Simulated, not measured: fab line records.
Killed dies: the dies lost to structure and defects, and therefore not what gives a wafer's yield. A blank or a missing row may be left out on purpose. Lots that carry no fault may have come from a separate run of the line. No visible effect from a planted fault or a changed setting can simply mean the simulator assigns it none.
The tool behind it: which one? + flow berkeleyCmos170 + 14 lots, 42 wafers sampled, at 6 steps of a route of 331

## WHAT EACH GAUGE READ, for each wafer
UCB170_NSD_TW_MEAS_10. Usual: NSD_TW 4191, standard deviation 24.
| lot  | measured     | on           | NSD_TW         | flag |
|------|--------------|--------------|----------------|------|
| L252 | day 7 16:26  | filmMetro-04 | 4202 4222 4206 |      |
| L254 | day 8 02:17  | filmMetro-03 | 4154 4157 4152 |      |
| L255 | day 8 18:05  | filmMetro-03 | 4170 4157 4178 |      |
| L256 | day 8 18:20  | filmMetro-04 | 4182 4178 4178 |      |
| L257 | day 9 03:10  | filmMetro-03 | 4184 4178 4159 |      |
| L258 | day 9 13:22  | filmMetro-03 | 4165 4175 4164 |      |
| L263 | day 10 04:40 | filmMetro-03 | 4151 4144 4151 |      |
| L267 | day 10 17:15 | filmMetro-03 | 4150 4168 4163 |      |
| L269 | day 11 15:31 | filmMetro-02 | 4223 4195 4206 |      |
| L272 | day 11 22:22 | filmMetro-02 | 4217 4199 4197 |      |
| L271 | day 11 22:40 | filmMetro-03 | 4177 4159 4186 |      |
| L274 | day 12 23:26 | filmMetro-02 | 4201 4181 4224 |      |
| L273 | day 12 23:34 | filmMetro-04 | 4202 4186 4216 |      |
| L275 | day 12 23:52 | filmMetro-02 | 4203 4178 4191 |      |

UCB170_M1_RS_MEAS_01: measures by four-point-probe. Usual: M1_AL_RS 0.0486 ohm/sq, standard deviation 0.00053.
| lot  | measured     | on           | M1_AL_RS (ohm/sq)    | flag |
|------|--------------|--------------|----------------------|------|
| L252 | day 8 00:08  | filmMetro-04 | 0.0488 0.0500 0.0493 |      |
| L254 | day 8 10:26  | filmMetro-04 | 0.0485 0.0488 0.0480 |      |
| L255 | day 9 01:54  | filmMetro-03 | 0.0483 0.0487 0.0490 |      |
| L256 | day 9 03:50  | filmMetro-03 | 0.0480 0.0485 0.0481 |      |
| L257 | day 9 10:53  | filmMetro-02 | 0.0487 0.0482 0.0485 |      |
| L258 | day 9 20:08  | filmMetro-02 | 0.0488 0.0486 0.0488 |      |
| L263 | day 10 13:02 | filmMetro-02 | - - -                | OFF  |
| L267 | day 10 23:40 | filmMetro-02 | - - -                | OFF  |
| L269 | day 11 22:52 | filmMetro-02 | 0.0470 0.0480 0.0470 |      |
| L272 | day 12 05:51 | filmMetro-02 | 0.0495 0.0482 0.0499 |      |
| L271 | day 12 05:18 | filmMetro-03 | 0.0486 0.0487 0.0484 |      |
| L274 | day 13 06:52 | filmMetro-04 | 0.0479 0.0490 0.0484 |      |
| L273 | day 13 07:14 | filmMetro-03 | 0.0484 0.0484 0.0481 |      |
| L275 | day 13 09:58 | filmMetro-03 | 0.0489 0.0486 0.0486 |      |

UCB170_M1_THK_MEAS_02: measures by xrf. Usual: M1_AL_THK 594 nm, standard deviation 7.1.
| lot  | measured     | on           | M1_AL_THK (nm) | flag |
|------|--------------|--------------|----------------|------|
| L252 | day 8 00:15  | filmMetro-04 | 584 575 584    |      |
| L254 | day 8 10:33  | filmMetro-04 | 592 588 596    |      |
| L255 | day 9 02:01  | filmMetro-03 | 600 593 587    |      |
| L256 | day 9 03:56  | filmMetro-03 | 602 598 601    |      |
| L257 | day 9 11:00  | filmMetro-02 | 591 598 594    |      |
| L258 | day 9 20:15  | filmMetro-02 | 588 593 588    |      |
| L263 | day 10 13:09 | filmMetro-02 | <0 <0 <0       | OFF  |
| L267 | day 10 23:47 | filmMetro-02 | <0 <0 <0       | OFF  |
| L269 | day 11 22:58 | filmMetro-02 | 613 601 610    |      |
| L272 | day 12 05:58 | filmMetro-02 | 581 598 577    |      |
| L271 | day 12 05:24 | filmMetro-03 | 598 596 602    |      |
| L274 | day 13 06:58 | filmMetro-04 | 602 595 597    |      |
| L273 | day 13 07:20 | filmMetro-03 | 600 597 603    |      |
| L275 | day 13 10:04 | filmMetro-03 | 593 597 593    |      |

## TOOL THAT RAN EACH LOT (tool first, then ch and the chambers of the sampled wafers, then the start)
| lot  | UCB170_SDANNEAL_RTA_01          | UCB170_SILICIDE_SPUTTER_01  | UCB170_M1_SPUTTER_00        |
|------|---------------------------------|-----------------------------|-----------------------------|
| L252 | rtpAnneal-01 ch 0, day 7 17:34  | pvdSputter-03, day 7 18:10  | pvdSputter-04, day 8 00:04  |
| L254 | rtpAnneal-02 ch 0, day 8 03:19  | pvdSputter-03, day 8 03:55  | pvdSputter-04, day 8 10:22  |
| L255 | rtpAnneal-02 ch 0, day 8 19:07  | pvdSputter-01, day 8 19:43  | pvdSputter-02, day 9 01:50  |
| L256 | rtpAnneal-01 ch 0, day 8 19:26  | pvdSputter-03, day 8 20:01  | pvdSputter-01, day 9 03:45  |
| L257 | rtpAnneal-02 ch 0, day 9 04:16  | pvdSputter-02, day 9 04:52  | pvdSputter-01, day 9 10:49  |
| L258 | rtpAnneal-01 ch 0, day 9 14:34  | pvdSputter-03, day 9 15:10  | pvdSputter-01, day 9 20:04  |
| L263 | rtpAnneal-01 ch 0, day 10 05:56 | pvdSputter-03, day 10 06:32 | pvdSputter-02, day 10 12:58 |
| L267 | rtpAnneal-01 ch 0, day 10 18:17 | pvdSputter-03, day 10 18:54 | pvdSputter-01, day 10 23:37 |
| L269 | rtpAnneal-01 ch 0, day 11 16:32 | pvdSputter-01, day 11 17:08 | pvdSputter-04, day 11 22:46 |
| L272 | rtpAnneal-02 ch 0, day 11 23:28 | pvdSputter-01, day 12 00:05 | pvdSputter-04, day 12 05:47 |
| L271 | rtpAnneal-01 ch 0, day 11 23:56 | pvdSputter-02, day 12 00:32 | pvdSputter-02, day 12 05:12 |
| L274 | rtpAnneal-02 ch 0, day 13 00:29 | pvdSputter-01, day 13 01:05 | pvdSputter-04, day 13 06:47 |
| L273 | rtpAnneal-01 ch 0, day 13 00:37 | pvdSputter-03, day 13 01:13 | pvdSputter-02, day 13 07:09 |
| L275 | rtpAnneal-02 ch 0, day 13 00:55 | pvdSputter-02, day 13 01:31 | pvdSputter-01, day 13 09:52 |
- UCB170_SDANNEAL_RTA_01: time 5 s.
- UCB170_SILICIDE_SPUTTER_01: material Ti, target thk 30 nm, time 25 s.
- UCB170_M1_SPUTTER_00: material Al, target thk 600 nm, time 80 s.

## AS READ BY THE TOOLS THEMSELVES (means over the sampled wafers that have a number; for cases with no such wafer, the mark the record gives instead)
UCB170_SDANNEAL_RTA_01. Usual: lampPowerPct 44.1 %, standard deviation 1.7; wafer_temp_C_max 1056.7, standard deviation 1.3.
| lot  | tool         | lampPowerPct (%) | wafer_temp_C_max | flag |
|------|--------------|------------------|------------------|------|
| L252 | rtpAnneal-01 | 42.6             | 1056.7           |      |
| L254 | rtpAnneal-02 | 45.9             | 1056.0           |      |
| L255 | rtpAnneal-02 | 45.9             | 1055.6           |      |
| L256 | rtpAnneal-01 | 42.6             | 1057.5           |      |
| L257 | rtpAnneal-02 | 46.0             | 1055.4           |      |
| L258 | rtpAnneal-01 | 42.5             | 1056.2           |      |
| L263 | rtpAnneal-01 | 42.5             | 1055.6           |      |
| L267 | rtpAnneal-01 | 42.6             | 1057.1           |      |
| L269 | rtpAnneal-01 | 42.6             | 1056.4           |      |
| L272 | rtpAnneal-02 | 45.8             | 1056.4           |      |
| L271 | rtpAnneal-01 | 42.6             | 1056.7           |      |
| L274 | rtpAnneal-02 | 45.9             | 1056.2           |      |
| L273 | rtpAnneal-01 | 42.6             | 1058.7           |      |
| L275 | rtpAnneal-02 | 45.9             | 1056.4           |      |

UCB170_SILICIDE_SPUTTER_01. Usual: cathodeDcPowerW 1500.0 W, standard deviation 0.26; chamberPressurePa 0.5000 Pa, standard deviation 0.00091; throttleValvePct 29.8 %, standard deviation 1.1.
| lot  | tool          | cathodeDcPowerW (W) | chamberPressurePa (Pa) | throttleValvePct (%) | flag |
|------|---------------|---------------------|------------------------|----------------------|------|
| L252 | pvdSputter-03 | 1500.1              | 0.4996                 | 31.8                 |      |
| L254 | pvdSputter-03 | 1500.0              | 0.4997                 | 30.5                 |      |
| L255 | pvdSputter-01 | 1500.1              | 0.5001                 | 29.3                 |      |
| L256 | pvdSputter-03 | 1500.0              | 0.5005                 | 29.5                 |      |
| L257 | pvdSputter-02 | 1499.9              | 0.5012                 | 29.6                 |      |
| L258 | pvdSputter-03 | 1500.0              | 0.4995                 | 30.3                 |      |
| L263 | pvdSputter-03 | 1499.9              | 0.4999                 | 30.4                 |      |
| L267 | pvdSputter-03 | 1499.8              | 0.5004                 | 30.9                 |      |
| L269 | pvdSputter-01 | 1499.7              | 0.5002                 | 30.0                 |      |
| L272 | pvdSputter-01 | 1500.2              | 0.4999                 | 30.0                 |      |
| L271 | pvdSputter-02 | 1499.8              | 0.4999                 | 28.9                 |      |
| L274 | pvdSputter-01 | 1500.0              | 0.4992                 | 29.5                 |      |
| L273 | pvdSputter-03 | 1499.8              | 0.4998                 | 31.0                 |      |
| L275 | pvdSputter-02 | 1499.9              | 0.4997                 | 29.7                 |      |

UCB170_M1_SPUTTER_00. Usual: cathodeDcPowerW 5999.9 W, standard deviation 1.1; chamberPressurePa 0.5002 Pa, standard deviation 0.00095; throttleValvePct 29.7 %, standard deviation 0.88.
| lot  | tool          | cathodeDcPowerW (W) | chamberPressurePa (Pa) | throttleValvePct (%) | flag |
|------|---------------|---------------------|------------------------|----------------------|------|
| L252 | pvdSputter-04 | 6000.4              | 0.5008                 | 29.5                 |      |
| L254 | pvdSputter-04 | 6000.0              | 0.5003                 | 29.6                 |      |
| L255 | pvdSputter-02 | 5999.9              | 0.4999                 | 29.9                 |      |
| L256 | pvdSputter-01 | 6000.8              | 0.5005                 | 29.2                 |      |
| L257 | pvdSputter-01 | 5999.2              | 0.5007                 | 29.5                 |      |
| L258 | pvdSputter-01 | 5999.9              | 0.5010                 | 28.7                 |      |
| L263 | pvdSputter-02 | -                   | -                      | -                    | OFF  |
| L267 | pvdSputter-01 | -                   | -                      | -                    | OFF  |
| L269 | pvdSputter-04 | 6000.1              | 0.4997                 | 30.5                 |      |
| L272 | pvdSputter-04 | 5998.7              | 0.5006                 | 30.1                 |      |
| L271 | pvdSputter-02 | 5999.3              | 0.5002                 | 29.9                 |      |
| L274 | pvdSputter-04 | 6000.5              | 0.5004                 | 29.7                 |      |
| L273 | pvdSputter-02 | 5999.3              | 0.4996                 | 30.0                 |      |
| L275 | pvdSputter-01 | 5999.5              | 0.5009                 | 29.9                 |      |

## THE ANSWER, worked out from the rows above alone
Rule: a lot counts as off when the mean over its wafers that have a number is more than 3 standard deviations away from the usual mean. A lot without any number at a reading at which 4 lots or more have one is off too. Where the step has rows for the other lots, those lots are counted as sound. The gauges are gone through in route order, then the tools' own readings, and for those a lot's mean is taken as printed above. At the first step where some lot is off, the reading lying furthest off is the one used; lots without a number count as furthest.
Off: at UCB170_M1_RS_MEAS_01 (M1_AL_RS), L263, L267. Without a number there: L263, L267.
A tool fits if, at a process step before that reading, it ran every lot that is off, and no sound lot after the first of them. Not tried: the gauges at UCB170_M1_RS_MEAS_01; whatever is off there is also off at UCB170_M1_SPUTTER_00, on other tools, and gauge error can't account for it. Not one of the candidates tried fits.

## WHAT HAD BEEN PUT IN BY THE SIMULATOR
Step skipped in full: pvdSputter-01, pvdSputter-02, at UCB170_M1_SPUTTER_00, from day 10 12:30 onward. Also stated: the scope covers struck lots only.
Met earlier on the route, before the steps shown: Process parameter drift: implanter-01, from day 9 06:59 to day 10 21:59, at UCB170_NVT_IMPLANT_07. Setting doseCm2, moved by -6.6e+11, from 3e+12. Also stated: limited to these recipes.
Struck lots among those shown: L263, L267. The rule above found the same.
